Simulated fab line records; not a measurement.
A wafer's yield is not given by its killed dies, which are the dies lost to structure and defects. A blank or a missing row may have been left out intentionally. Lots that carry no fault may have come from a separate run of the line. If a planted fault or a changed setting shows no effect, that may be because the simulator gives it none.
A struck lot beside a sound one || flow rit-cmos || 45 steps out of a route of 202
Sound: wafers L554.3, L554.4, L554.5. Wafers L571.1, L571.2, L571.6 were the ones struck. The cause comes at the end.
For every step that has rows: the tool of each side, followed by ch and its chambers, followed by its first start. Under that, the readings that differ: sound wafers || struck wafers || difference of the means || sigmas: that difference in standard deviations of wafers without a fault.
alike: readings with means less than 2 such deviations apart, plus words and numbers identical on both sides. not compared: withheld readings, readings lacking a value on some wafer, bounds such as >300 that could conceal the same value, and numbers that have no deviation in the record and whose values overlap.
A row with sigmas, a row that says differs or no value, or rows on one side alone: a step with any of these is where the two part. When numbers do not overlap yet have no deviation, they are printed without sigmas and do not part them. A reading missing from all wafers of one side parts the sides only when that side holds two or more wafers.

first, 1 step without rows for these wafers: RIT_ACTIVE_DEVELOP_10 (develop time 50 s).
RIT_ACTIVE_CD_MEAS_11: the cd target is 1400 nm.
  sound on cd-sem-02 at day 2 16:01; struck on cd-sem-01 at day 6 04:37
  alike: cd-nm
then, 1 step without rows for these wafers: RIT_ACTIVE_HARDBAKE_12 (time 60 s).
RIT_ACTIVE_ETCH_13: etches Si3N4 in SF6, stops on SiO2, time 210 s, target depth 210 nm.
  sound on rie-diel-01 ch 1,3, day 2 16:15; struck on rie-diel-04 ch 1,3, day 6 04:53
  alike: drypump-motor-current-A, oes-product-au, throttle-valve-pct
  not compared: rf-hours-counter-h
RIT_ACTIVE_STRIP_14: strips in O2, time 180 s.
  sound on plasma-asher-04 ch 0,1, day 2 16:26; struck on plasma-asher-01 ch 0,1, day 6 05:01
  alike: drypump-motor-current-A
  not compared: rf-hours-counter-h
RIT_ACTIVE_CD_MEAS_90: the cd target is 1400 nm.
  sound on cd-sem-01 at day 2 16:36; struck on cd-sem-02 at day 6 05:11
  alike: cd-nm
then, 4 steps without rows for these wafers: RIT_ACTIVE_CLEAN_15 (cleans in SC1, time 600 s); RIT_ACTIVE_CLEAN_16 (cleans in dHF, time 30 s); RIT_ACTIVE_CLEAN_17 (cleans in SC2, time 600 s); RIT_FOX1_OXIDATION_00 (target thk 350.7 nm, ox time 1130 s).
RIT_FOX1_THK_MEAS_01:
  sound on film-metro-03 at day 2 18:52; struck on film-metro-02 at day 6 07:44
  alike: FOX1_OXIDE_THK
then, 1 step without rows for these wafers: RIT_FOX1_WET_ETCH_02 (etches SiO2 in BOE, target depth 350 nm, time 390 s).
RIT_FOX2_OXIDATION_00: target thk 350.7 nm, ox time 1130 s.
  sound on furnace-03 ch 0, day 2 19:02; struck on furnace-01 ch 0, day 6 07:55
{"reading": "ox-time-s (s)", "sound": "1130 1130 1130", "struck": "2147 2147 2147", "difference": "+1017", "sigmas": ""}
{"reading": "model.SiO2_of_FOX2_OXIDATION_00.thk-nm (nm)", "sound": "343.4 337.8 332.3", "struck": "504.9 505 494.3", "difference": "+163.6", "sigmas": ""}
  alike: spike-tc-source-C
  not compared: model.Si3N4_of_ACTIVE_CVD_03.thk-nm
RIT_FOX2_THK_MEAS_01:
  sound on film-metro-04 at day 2 20:22; struck on film-metro-02 at day 6 09:14
{"reading": "FOX2_OXIDE_THK (nm)", "sound": "344 338 332", "struck": "505 505 495", "difference": "+164", "sigmas": "+22"}
RIT_FOX2_CLEAN_02: cleans in dHF, time 180 s.
  sound on wet-bench-02 ch 1, day 2 20:24; struck on wet-bench-02 ch 3, day 6 09:17
  not compared: model.Si3N4_of_ACTIVE_CVD_03.thk-nm
then, 1 step without rows for these wafers: RIT_FOX2_WET_ETCH_03 (etches Si3N4 in H3PO4, target depth 195 nm, time 2700 s).
RIT_FOX2_THK_MEAS_90:
  sound on film-metro-02 at day 2 21:14; struck on film-metro-02 at day 6 10:07
{"reading": "FIELD_OXIDE_LEFT_1_THK (nm)", "sound": "316 310 305", "struck": "478 478 468", "difference": "+164", "sigmas": "+23"}
then, 6 steps without rows for these wafers: RIT_NWELL_HMDS_00 (prime time 60 s); RIT_NWELL_COAT_01 (resist thk 1300 nm); RIT_NWELL_SOFTBAKE_02 (time 60 s); RIT_NWELL_EXPOSE_03 (exposes mask M2, target cd 43900 nm); RIT_NWELL_PEB_04; RIT_NWELL_DEVELOP_05 (develop time 68 s).
RIT_NWELL_OVL_MEAS_06:
  sound on overlay-01 at day 2 22:12; struck on overlay-02 at day 6 11:22
  alike: NWELL_OVL
then, 2 steps without rows for these wafers: RIT_NWELL_HARDBAKE_07 (time 120 s); RIT_NWELL_IMPLANT_08.
RIT_NWELL_STRIP_09: strips in O2, time 180 s.
  sound on plasma-asher-01 ch 0,1, day 2 22:41; struck on plasma-asher-01 ch 0,1, day 6 11:47
  alike: drypump-motor-current-A
  not compared: rf-hours-counter-h
RIT_NWELL_TW_MEAS_10:
  sound on film-metro-02 at day 2 22:49; struck on film-metro-04 at day 6 11:58
  alike: NWELL_TW
then, 6 steps without rows for these wafers: RIT_PWELL_HMDS_00 (prime time 60 s); RIT_PWELL_COAT_01 (resist thk 1300 nm); RIT_PWELL_SOFTBAKE_02 (time 60 s); RIT_PWELL_EXPOSE_03 (exposes mask M3, target cd 43700 nm); RIT_PWELL_PEB_04; RIT_PWELL_DEVELOP_05 (develop time 68 s).
RIT_PWELL_OVL_MEAS_06:
  sound on overlay-01 at day 2 23:53; struck on overlay-02 at day 6 12:55
  alike: PWELL_OVL
then, 2 steps without rows for these wafers: RIT_PWELL_HARDBAKE_07 (time 120 s); RIT_PWELL_IMPLANT_08.
RIT_PWELL_STRIP_09: strips in O2, time 180 s.
  sound on plasma-asher-02 ch 0,1, day 3 00:22; struck on plasma-asher-03 ch 0,1, day 6 13:20
{"reading": "drypump-motor-current-A (A)", "sound": "6.3 6.0 6.0", "struck": "5.5 5.2 5.2", "difference": -0.8, "sigmas": -2}
  not compared: rf-hours-counter-h
RIT_PWELL_TW_MEAS_10:
  sound on film-metro-04 at day 3 00:30; struck on film-metro-01 at day 6 13:31
  alike: PWELL_TW
then, 1 step without rows for these wafers: RIT_WELLDRIVE_ANNEAL_00 (time 14700 s).
RIT_WELLDRIVE_RS_MEAS_01: a four-point-probe measurement.
  sound on film-metro-02 at day 3 06:08; struck on film-metro-01 at day 6 18:58
  alike: NWELL_RS
RIT_WELLDRIVE_RS_MEAS_02: a four-point-probe measurement.
  sound on film-metro-02 at day 3 06:16; struck on film-metro-01 at day 6 19:05
  alike: PWELL_RS
RIT_FOX2_THK_MEAS_91:
  sound on film-metro-04 at day 3 10:13; struck on film-metro-03 at day 6 22:56
{"reading": "FIELD_OXIDE_LEFT_2_THK (nm)", "sound": "248 242 237", "struck": "409 409 398", "difference": "+163", "sigmas": "+22"}
RIT_SILICIDE_WET_ETCH_00: etches SiO2 in BOE, target depth 14 nm, time 15 s.
  sound on wet-bench-01 ch 1, day 4 03:13; struck on wet-bench-02 ch 0, day 7 16:54
{"reading": "model.SiO2_of_FOX2_OXIDATION_00.thk-nm (nm)", "sound": "144 137.9 132.7", "struck": "304.6 303.8 294.8", "difference": "+162.9", "sigmas": ""}
RIT_M1_PROBE_99:
  sound on prober-01 at day 4 10:13; struck on prober-02 at day 8 00:40
{"reading": "model.etest.pldd.width-nm (nm)", "sound": "3201 3177 3200", "struck": "2939 2917 2953", "difference": -256, "sigmas": ""}
{"reading": "model.etest.nldd.width-nm (nm)", "sound": "3202 3198 3198", "struck": "2940 2918 2954", "difference": -262, "sigmas": ""}
{"reading": "model.etest.nplus-sal.width-nm (nm)", "sound": "3447 3451 3428", "struck": "3296 3330 3322", "difference": -126, "sigmas": ""}
{"reading": "model.etest.pplus-sal.width-nm (nm)", "sound": "3433 3445 3489", "struck": "3291 3309 3325", "difference": -147, "sigmas": ""}
{"reading": "model.etest.pwell.rs-ohm-sq", "sound": "414.4 407.1 407.2", "struck": "562.3 561.3 536.8", "difference": "+143.9", "sigmas": ""}
{"reading": "model.etest.nmos-narrow.drive-ua-um", "sound": "233 231.4 234.4", "struck": "184.1 185.5 186.6", "difference": -47.5, "sigmas": ""}
{"reading": "model.etest.pmos-narrow.drive-ua-um", "sound": "107.6 106.2 106.6", "struck": "81.25 82.14 84.13", "difference": -24.29, "sigmas": ""}
{"reading": "model.etest.field-n.vt-v (V)", "sound": "33.82 33.05 32.28", "struck": "48.17 48.12 48.12", "difference": "+15.09", "sigmas": ""}
  alike: killed_at_M0_to_M3, killed-at-contacts, killed-at-front-end, killed-dies, killed-open, killed-short

## WHERE THEY PART
At RIT_FOX2_THK_MEAS_01 first; at RIT_FOX2_THK_MEAS_91 last (within this record only). Later steps at which nothing parts them and some readings are alike: RIT_M1_PROBE_99.

WHY: what had been put in by the simulator
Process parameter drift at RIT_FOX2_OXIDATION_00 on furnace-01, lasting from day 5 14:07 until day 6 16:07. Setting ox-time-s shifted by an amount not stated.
